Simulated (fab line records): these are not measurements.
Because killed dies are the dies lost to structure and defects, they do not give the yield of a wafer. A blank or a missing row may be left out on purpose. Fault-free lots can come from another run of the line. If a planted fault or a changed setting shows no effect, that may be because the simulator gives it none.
Shared-tool check / flow berkeleyCmos170 / 11 lots and 33 wafers in the sample

THE REASON FOR OPENING IT
2 of 11 lots carry a flag on the reading V2_POLISHED_THK at UCB170_V2_THK_MEAS_04. No-fault wafers: 1000.0 nm, standard deviation 1.2.
Rule: a lot is flagged in two cases, either no wafer of it has a number, or all its wafers with numbers fall more than 4 standard deviations from that mean. The other lots count as sound.

lot=L189; measured=day 8 14:47; on=filmMetro-04; V2_POLISHED_THK (nm), wafer by wafer=1001.4 1001.0 1001.7; flag=
lot=L188; measured=day 8 15:02; on=filmMetro-02; V2_POLISHED_THK (nm), wafer by wafer=998.1 999.8 1000.7; flag=
lot=L190; measured=day 9 01:48; on=filmMetro-02; V2_POLISHED_THK (nm), wafer by wafer=998.1 999.0 999.6; flag=
lot=L191; measured=day 9 03:50; on=filmMetro-04; V2_POLISHED_THK (nm), wafer by wafer=998.2 1001.1 1001.0; flag=
lot=L192; measured=day 9 13:14; on=filmMetro-04; V2_POLISHED_THK (nm), wafer by wafer=1000.7 999.9 1001.6; flag=
lot=L201; measured=day 11 12:49; on=filmMetro-02; V2_POLISHED_THK (nm), wafer by wafer=924.8 925.0 922.7; flag=FLAGGED
lot=L205; measured=day 12 05:29; on=filmMetro-04; V2_POLISHED_THK (nm), wafer by wafer=998.6 1000.0 997.9; flag=
lot=L204; measured=day 12 08:00; on=filmMetro-04; V2_POLISHED_THK (nm), wafer by wafer=922.7 925.6 922.6; flag=FLAGGED
lot=L206; measured=day 12 09:49; on=filmMetro-04; V2_POLISHED_THK (nm), wafer by wafer=999.9 1003.5 999.4; flag=
lot=L207; measured=day 13 00:16; on=filmMetro-04; V2_POLISHED_THK (nm), wafer by wafer=1002.0 1000.7 1000.3; flag=
lot=L210; measured=day 13 09:34; on=filmMetro-04; V2_POLISHED_THK (nm), wafer by wafer=1000.4 1000.1 1000.4; flag=
Average over the flagged lots: 923.9 nm; offset from the usual -76.1 nm, equal to -63 standard deviations.

TOOL THAT RAN EACH LOT
Before the reading, the record contains 3 process steps out of a 331-step route. Cell contents, in order: the tool; ch with the chambers the sampled wafers went through; the start.
lot=L189; flag=; UCB170_M2_ETCH_17=rieDiel-03 ch 0,1,2, day 8 13:41; UCB170_V2_CVD_00=pecvd-04 ch 0,1,2, day 8 14:08; UCB170_V2_CMP_02=cmp-01 ch 1,2,3, day 8 14:25
lot=L188; flag=; UCB170_M2_ETCH_17=rieDiel-04 ch 0,1,2, day 8 13:56; UCB170_V2_CVD_00=pecvd-02 ch 0,1,2, day 8 14:23; UCB170_V2_CMP_02=cmp-02 ch 1,2,3, day 8 14:42
lot=L190; flag=; UCB170_M2_ETCH_17=rieDiel-02 ch 0,1,2, day 9 00:31; UCB170_V2_CVD_00=pecvd-04 ch 0,2, day 9 01:10; UCB170_V2_CMP_02=cmp-01 ch 1,2,3, day 9 01:26
lot=L191; flag=; UCB170_M2_ETCH_17=rieDiel-04 ch 1,2,3, day 9 02:44; UCB170_V2_CVD_00=pecvd-02 ch 1,2, day 9 03:11; UCB170_V2_CMP_02=cmp-02 ch 0,2,3, day 9 03:30
lot=L192; flag=; UCB170_M2_ETCH_17=rieDiel-03 ch 0,1,3, day 9 12:09; UCB170_V2_CVD_00=pecvd-02 ch 0,1,2, day 9 12:36; UCB170_V2_CMP_02=cmp-01 ch 1,2, day 9 12:49
lot=L201; flag=FLAGGED; UCB170_M2_ETCH_17=rieDiel-03 ch 0,2,3, day 11 11:44; UCB170_V2_CVD_00=pecvd-02 ch 1,2, day 11 12:10; UCB170_V2_CMP_02=cmp-02 ch 0,1,3, day 11 12:26
lot=L205; flag=; UCB170_M2_ETCH_17=rieDiel-04 ch 0,2,3, day 12 04:23; UCB170_V2_CVD_00=pecvd-04 ch 0,2, day 12 04:50; UCB170_V2_CMP_02=cmp-01 ch 1,3, day 12 05:03
lot=L204; flag=FLAGGED; UCB170_M2_ETCH_17=rieDiel-03 ch 1,3, day 12 06:54; UCB170_V2_CVD_00=pecvd-02 ch 0,1,2, day 12 07:21; UCB170_V2_CMP_02=cmp-02 ch 0,1,3, day 12 07:37
lot=L206; flag=; UCB170_M2_ETCH_17=rieDiel-02 ch 0,1,3, day 12 08:44; UCB170_V2_CVD_00=pecvd-03 ch 0,1, day 12 09:11; UCB170_V2_CMP_02=cmp-01 ch 0,1,2, day 12 09:29
lot=L207; flag=; UCB170_M2_ETCH_17=rieDiel-03 ch 0,1,3, day 12 23:10; UCB170_V2_CVD_00=pecvd-04 ch 0,2, day 12 23:37; UCB170_V2_CMP_02=cmp-01 ch 0,2,3, day 12 23:50
lot=L210; flag=; UCB170_M2_ETCH_17=rieDiel-02 ch 0,2,3, day 13 08:28; UCB170_V2_CVD_00=pecvd-02 ch 0,1, day 13 08:55; UCB170_V2_CMP_02=cmp-01 ch 0,2,3, day 13 09:08
What is done by these steps:
- UCB170_M2_ETCH_17: etches BARC in N2/H2.
- UCB170_V2_CVD_00: deposits SiO2 from TEOS/O2, target thk 2000 nm, time 250 s.
- UCB170_V2_CMP_02: polishes SiO2.
- UCB170_V2_THK_MEAS_04

FLAGGED OVER TOTAL, TOOL BY TOOL (the gauges that took the reading come last)
step=UCB170_M2_ETCH_17; tool=rieDiel-02; lots run=3; flagged=0; share of the flagged lots=none; sound lots run after its first flagged lot=-
step=UCB170_M2_ETCH_17; tool=rieDiel-03; lots run=5; flagged=2; share of the flagged lots=all; sound lots run after its first flagged lot=1 (L207)
step=UCB170_M2_ETCH_17; tool=rieDiel-04; lots run=3; flagged=0; share of the flagged lots=none; sound lots run after its first flagged lot=-
step=UCB170_V2_CVD_00; tool=pecvd-02; lots run=6; flagged=2; share of the flagged lots=all; sound lots run after its first flagged lot=1 (L210)
step=UCB170_V2_CVD_00; tool=pecvd-03; lots run=1; flagged=0; share of the flagged lots=none; sound lots run after its first flagged lot=-
step=UCB170_V2_CVD_00; tool=pecvd-04; lots run=4; flagged=0; share of the flagged lots=none; sound lots run after its first flagged lot=-
step=UCB170_V2_CMP_02; tool=cmp-01; lots run=7; flagged=0; share of the flagged lots=none; sound lots run after its first flagged lot=-
step=UCB170_V2_CMP_02; tool=cmp-02; lots run=4; flagged=2; share of the flagged lots=all; sound lots run after its first flagged lot=0
step=UCB170_V2_THK_MEAS_04; tool=filmMetro-02; lots run=3; flagged=1; share of the flagged lots=some; sound lots run after its first flagged lot=0
step=UCB170_V2_THK_MEAS_04; tool=filmMetro-04; lots run=8; flagged=1; share of the flagged lots=some; sound lots run after its first flagged lot=3 (L206,L207,L210)

WHAT THE TABLE ALLOWS
rieDiel-03 at UCB170_M2_ETCH_17, pecvd-02 at UCB170_V2_CVD_00 and cmp-02 at UCB170_V2_CMP_02: these 3 rows of the table ran every flagged lot.
- rieDiel-03 at UCB170_M2_ETCH_17: 2 of its 5 lots flagged. After the first flagged lot (L207), sound lots still ran on it; a lasting fault on the whole tool would not permit that.
- pecvd-02 at UCB170_V2_CVD_00: 2 of its 6 lots flagged. After the first flagged lot (L210), sound lots still ran on it; a lasting fault on the whole tool would not permit that.
- cmp-02 at UCB170_V2_CMP_02: 2 of its 4 lots flagged. Its last sound lot is L191 (day 9 03:30), its first flagged lot L201 (day 11 12:26): a fault that began between those two fits.
What remains is a single tool, cmp-02 at UCB170_V2_CMP_02.

WHAT THE SIMULATOR HAD PUT IN
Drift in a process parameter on cmp-02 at UCB170_V2_CMP_02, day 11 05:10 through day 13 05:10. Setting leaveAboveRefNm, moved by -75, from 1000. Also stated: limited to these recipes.
Shown lots that were struck: L201, L204. The rule above found the same.
